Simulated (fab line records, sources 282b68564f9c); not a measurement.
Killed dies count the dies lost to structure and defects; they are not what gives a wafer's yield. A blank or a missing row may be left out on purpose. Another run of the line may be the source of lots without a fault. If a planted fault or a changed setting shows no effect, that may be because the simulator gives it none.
The tool behind it: which one?    flow rit_cmos    Sampling: 16 lots, 48 wafers, 2 of 202 route steps

## WHAT EACH GAUGE READ, for each wafer
RIT_PLDD_OVL_MEAS_06.
lot   measured     on          PLDD_OVL (nm)
L567  day 2 23:06  overlay-02  3.5 1.3 1.1
L568  day 3 01:24  overlay-02  0.0 1.1 1.3
L569  day 3 06:41  overlay-02  -1.0 0.3 0.1
L570  day 3 11:52  overlay-01  0.0 0.4 0.9
L571  day 3 15:37  overlay-01  1.7 -0.1 -2.2
L572  day 3 19:35  overlay-01  -0.3 -2.6 -2.7
L573  day 4 03:50  overlay-02  -0.7 -0.8 1.4
L574  day 4 10:34  overlay-01  -2.6 -0.8 -2.4
L575  day 4 12:57  overlay-01  -149.8 -148.8 -148.7
L576  day 4 16:25  overlay-02  -151.0 -151.1 -151.3
L577  day 4 21:58  overlay-01  -148.7 -149.3 -147.0
L578  day 5 07:26  overlay-01  -147.7 -148.3 -146.6
L581  day 5 18:08  overlay-02  1.9 0.3 0.2
L584  day 6 20:31  overlay-01  -0.3 -4.1 -3.3
L586  day 7 10:02  overlay-01  2.0 1.1 0.1
L588  day 8 06:35  overlay-01  -1.2 -1.7 -1.4

## WHAT TOOL EACH LOT RAN ON (gives the tool, then ch and the chambers of the sampled wafers, and finally the start)
lot   RIT_PLDD_EXPOSE_03
L567  iline_stepper-02 ch 0, day 2 22:44
L568  iline_stepper-02 ch 0, day 3 01:01
L569  iline_stepper-01 ch 0, day 3 06:19
L570  iline_stepper-02 ch 0, day 3 11:29
L571  iline_stepper-02 ch 0, day 3 15:13
L572  iline_stepper-01 ch 0, day 3 19:13
L573  iline_stepper-02 ch 0, day 4 03:14
L574  iline_stepper-01 ch 0, day 4 10:10
L575  iline_stepper-02 ch 0, day 4 12:33
L576  iline_stepper-02 ch 0, day 4 16:03
L577  iline_stepper-02 ch 0, day 4 21:34
L578  iline_stepper-02 ch 0, day 5 07:02
L581  iline_stepper-01 ch 0, day 5 17:43
L584  iline_stepper-01 ch 0, day 6 20:08
L586  iline_stepper-01 ch 0, day 7 09:38
L588  iline_stepper-01 ch 0, day 8 06:11
- RIT_PLDD_EXPOSE_03: exposes mask M8, target cd 40900 nm.

## AS READ BY THE TOOLS THEMSELVES (means over the sampled wafers that have a number; for cases with no such wafer, the mark the record gives instead)
The record holds no such reading with a usual standard deviation.

## THE ANSWER, worked out from the rows above alone
Rule: the lots themselves supply what counts as usual. Put in order of their means at a reading, lots are off if they are a third of the lots or fewer, leave a main group of 4 or more, and stand apart from it by a gap of 3 or more times the standard deviation of the main group's means; of several such gaps the widest counts. Not used: any main group whose means are identical at the precision the tables above print for the reading. Also off: a lot with no number at a reading for which 4 or more lots have one. Any other lot the step has rows for is counted as sound. After the gauges, taken in route order, come the tools' own readings; for these a lot's mean is taken, as printed above. The first step at which some lot is off is used, and at that step the reading that is off furthest; a lot without a number counts as furthest.
Off: L575, L576, L577, L578, at RIT_PLDD_OVL_MEAS_06 (PLDD_OVL). The main group has a mean of -0.3 nm with a standard deviation of 1.3.
If a tool, at a process step before that reading, ran all the lots that are off and no sound lot after the first of them, it fits. Those tools and the gauges at RIT_PLDD_OVL_MEAS_06 are tried in the same way. One candidate fits, namely iline_stepper-02 at RIT_PLDD_EXPOSE_03. A fault onset in the window from L573 (day 4 03:14, its last sound lot) to L575 (day 4 12:33, its first lot off) fits.

## WHAT THE SIMULATOR HAD PUT IN
Scanner matching overlay: iline_stepper-02, from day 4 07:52 on, at RIT_PLDD_EXPOSE_03. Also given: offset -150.
Struck lots among those shown: L575, L576, L577, L578. The same result came from the rule above.
